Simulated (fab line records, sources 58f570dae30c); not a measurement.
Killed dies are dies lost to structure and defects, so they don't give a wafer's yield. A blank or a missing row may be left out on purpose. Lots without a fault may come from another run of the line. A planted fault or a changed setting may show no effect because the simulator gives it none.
Which tool did it? | flow berkeley_cmos170 | 13 lots, 39 wafers sampled, at 6 steps of a route of 331

WHAT THE GAUGES READ, wafer by wafer
UCB170_NVT_OVL_MEAS_06. Usual: NVT_OVL 1 nm, standard deviation 6.6.
lot  | measured     | on         | NVT_OVL (nm) | flag
L763 | day 6 08:30  | overlay-01 | -6 -5 -6     |
L767 | day 7 04:44  | overlay-01 | 11 5 -6      |
L766 | day 7 04:53  | overlay-01 | 9 3 6        |
L765 | day 7 05:17  | overlay-02 | 7 0 7        |
L769 | day 7 13:08  | overlay-02 | 10 2 2       |
L768 | day 7 13:12  | overlay-01 | 0 -3 -1      |
L772 | day 7 22:31  | overlay-02 | -12 -12 -13  |
L773 | day 8 19:51  | overlay-02 | -5 1 13      |
L774 | day 8 20:02  | overlay-02 | - - -        | OFF
L782 | day 9 17:02  | overlay-02 | -2 1 5       |
L784 | day 10 09:49 | overlay-01 | 0 4 -6       |
L785 | day 10 10:43 | overlay-01 | -2 1 -5      |
L786 | day 10 22:53 | overlay-02 | 0 -2 3       |

UCB170_NVT_TW_MEAS_09. Usual: NVT_TW 524, standard deviation 5.4.
lot  | measured     | on            | NVT_TW      | flag
L763 | day 6 08:47  | film_metro-03 | 523 526 524 |
L767 | day 7 05:01  | film_metro-01 | 518 516 519 |
L766 | day 7 05:10  | film_metro-04 | 528 529 526 |
L765 | day 7 05:35  | film_metro-01 | 514 514 516 |
L769 | day 7 13:26  | film_metro-01 | 513 516 516 |
L768 | day 7 13:29  | film_metro-03 | 525 525 527 |
L772 | day 7 22:49  | film_metro-03 | 528 529 529 |
L773 | day 8 20:08  | film_metro-04 | 530 529 527 |
L774 | day 8 20:20  | film_metro-03 | 30 30 30    | OFF
L782 | day 9 17:20  | film_metro-04 | 525 529 531 |
L784 | day 10 10:07 | film_metro-04 | 527 526 526 |
L785 | day 10 11:00 | film_metro-01 | 516 514 515 |
L786 | day 10 23:10 | film_metro-01 | 516 515 514 |

UCB170_NLDD_TW_MEAS_11. Usual: NLDD_TW 2213, standard deviation 14.
lot  | measured     | on            | NLDD_TW        | flag
L763 | day 7 05:10  | film_metro-03 | 2215 2228 2224 |
L767 | day 8 02:50  | film_metro-03 | 2210 2213 2212 |
L766 | day 8 03:47  | film_metro-03 | 2218 2231 2220 |
L765 | day 8 03:40  | film_metro-03 | 2222 2223 2218 |
L769 | day 8 06:14  | film_metro-01 | 2187 2186 2191 |
L768 | day 8 05:59  | film_metro-03 | 2224 2244 2228 |
L772 | day 9 02:43  | film_metro-03 | 2212 2220 2213 |
L773 | day 9 15:36  | film_metro-02 | 2221 2212 2215 |
L774 | day 9 16:51  | film_metro-02 | 2217 2218 2208 |
L782 | day 10 17:59 | film_metro-02 | 2217 2206 2208 |
L784 | day 11 08:15 | film_metro-01 | 2208 2209 2213 |
L785 | day 11 08:28 | film_metro-02 | 2236 2229 2212 |
L786 | day 11 20:10 | film_metro-01 | 2224 2212 2207 |

UCB170_M1_OVL_MEAS_10. Usual: M1_OVL 0 nm, standard deviation 6.
lot  | measured     | on         | M1_OVL (nm) | flag
L763 | day 7 22:55  | overlay-02 | 0 -4 -4     |
L767 | day 8 19:40  | overlay-02 | -7 -5 -11   |
L766 | day 8 21:55  | overlay-01 | 9 9 10      |
L765 | day 8 22:31  | overlay-02 | 6 7 8       |
L769 | day 8 23:22  | overlay-02 | 2 2 2       |
L768 | day 9 00:13  | overlay-02 | 0 1 -4      |
L772 | day 9 23:37  | overlay-02 | -3 -8 -8    |
L773 | day 10 13:07 | overlay-02 | 6 6 -1      |
L774 | day 10 15:34 | overlay-02 | -5 1 1      |
L782 | day 11 15:48 | overlay-02 | -14 -10 -7  |
L784 | day 12 05:04 | overlay-02 | 4 5 9       |
L785 | day 12 05:36 | overlay-01 | 7 3 5       |
L786 | day 12 16:20 | overlay-02 | 0 -7 -8     |

WHICH TOOL RAN EACH LOT (tool, then ch and the chambers of the sampled wafers, then the start)
lot  | UCB170_NVT_EXPOSE_03              | UCB170_PLDD_STRIP_10
L763 | krf_scanner-01 ch 0, day 6 07:48  | plasma_asher-01 ch 0,1, day 7 01:51
L767 | krf_scanner-02 ch 0, day 7 03:52  | plasma_asher-02 ch 0, day 8 00:01
L766 | krf_scanner-02 ch 0, day 7 03:59  | plasma_asher-04 ch 0,1, day 8 00:34
L765 | krf_scanner-01 ch 0, day 7 04:22  | plasma_asher-02 ch 0,1, day 8 00:34
L769 | krf_scanner-01 ch 0, day 7 12:31  | plasma_asher-02 ch 0,1, day 8 04:09
L768 | krf_scanner-01 ch 0, day 7 12:36  | plasma_asher-04 ch 0,1, day 8 03:55
L772 | krf_scanner-01 ch 0, day 7 21:37  | plasma_asher-02 ch 0,1, day 9 00:22
L773 | krf_scanner-02 ch 0, day 8 19:10  | plasma_asher-02 ch 0,1, day 9 13:08
L774 | krf_scanner-01 ch 0, day 8 19:25  | plasma_asher-01 ch 0,1, day 9 13:50
L782 | krf_scanner-01 ch 0, day 9 16:08  | plasma_asher-01 ch 0,1, day 10 15:39
L784 | krf_scanner-02 ch 0, day 10 09:07 | plasma_asher-02 ch 0,1, day 11 05:49
L785 | krf_scanner-01 ch 0, day 10 09:26 | plasma_asher-04 ch 0,1, day 11 06:04
L786 | krf_scanner-01 ch 0, day 10 22:09 | plasma_asher-01 ch 0,1, day 11 17:26
- UCB170_NVT_EXPOSE_03: exposes mask PWELL, target cd 3000 nm.
- UCB170_PLDD_STRIP_10: strips in O2.

WHAT THE TOOLS THEMSELVES READ (means of the sampled wafers that have a number; where no wafer has one, the mark that the record gives instead)
UCB170_NVT_EXPOSE_03. Usual: exposure_dose_mJ_cm2 30.000, standard deviation 0.027.
lot  | tool           | exposure_dose_mJ_cm2 | flag
L763 | krf_scanner-01 | 30.022               |
L767 | krf_scanner-02 | 30.052               |
L766 | krf_scanner-02 | 30.000               |
L765 | krf_scanner-01 | 29.972               |
L769 | krf_scanner-01 | 29.998               |
L768 | krf_scanner-01 | 29.982               |
L772 | krf_scanner-01 | 29.994               |
L773 | krf_scanner-02 | 29.995               |
L774 | krf_scanner-01 | 29.984               |
L782 | krf_scanner-01 | 29.962               |
L784 | krf_scanner-02 | 29.982               |
L785 | krf_scanner-01 | 30.007               |
L786 | krf_scanner-01 | 29.995               |

UCB170_PLDD_STRIP_10. Usual: drypump_motor_current_A 5.7 A, standard deviation 0.41; oes_product_au 0.735 a.u., standard deviation 0.0045; strip_time_to_endpoint_s 21.63 s, standard deviation 0.074.
lot  | tool            | drypump_motor_current_A (A) | oes_product_au (a.u.) | strip_time_to_endpoint_s (s) | flag
L763 | plasma_asher-01 | 5.5                         | 0.736                 | 21.59                        |
L767 | plasma_asher-02 | 5.2                         | 0.737                 | 21.54                        |
L766 | plasma_asher-04 | 6.1                         | 0.735                 | 21.60                        |
L765 | plasma_asher-02 | 5.6                         | 0.734                 | 21.51                        |
L769 | plasma_asher-02 | 5.5                         | 0.733                 | 21.64                        |
L768 | plasma_asher-04 | 6.1                         | 0.735                 | 21.57                        |
L772 | plasma_asher-02 | 5.8                         | 0.740                 | 21.57                        |
L773 | plasma_asher-02 | 5.8                         | 0.736                 | 21.56                        |
L774 | plasma_asher-01 | 5.5                         | 0.736                 | 21.57                        |
L782 | plasma_asher-01 | 5.5                         | 0.731                 | 21.67                        |
L784 | plasma_asher-02 | 5.8                         | 0.736                 | 21.63                        |
L785 | plasma_asher-04 | 6.1                         | 0.734                 | 21.76                        |
L786 | plasma_asher-01 | 5.3                         | 0.739                 | 21.64                        |

THE ANSWER, worked out from the rows above alone
Rule: a lot is off if the mean of its wafers that have a number lies more than 3 standard deviations from the usual mean. A lot without any number at a reading at which 4 lots or more have one is off too. The other lots that the step has rows for count as sound. The gauges are gone through in route order, then the tools' own readings, and for those a lot's mean is taken as printed above. The first step at which some lot is off is used, and at that step the reading that is off furthest; a lot without a number counts as furthest.
Off: L774, at UCB170_NVT_OVL_MEAS_06 (NVT_OVL). Without a number there: L774.
A tool fits if, at a process step before that reading, it ran every lot that is off, and no sound lot after the first of them. The gauges at UCB170_NVT_OVL_MEAS_06 aren't tried: what is off there is off at UCB170_NVT_TW_MEAS_09 too, on other tools, and a gauge's error can't cause that. None of those tried fits.

WHAT THE SIMULATOR HAD PUT IN
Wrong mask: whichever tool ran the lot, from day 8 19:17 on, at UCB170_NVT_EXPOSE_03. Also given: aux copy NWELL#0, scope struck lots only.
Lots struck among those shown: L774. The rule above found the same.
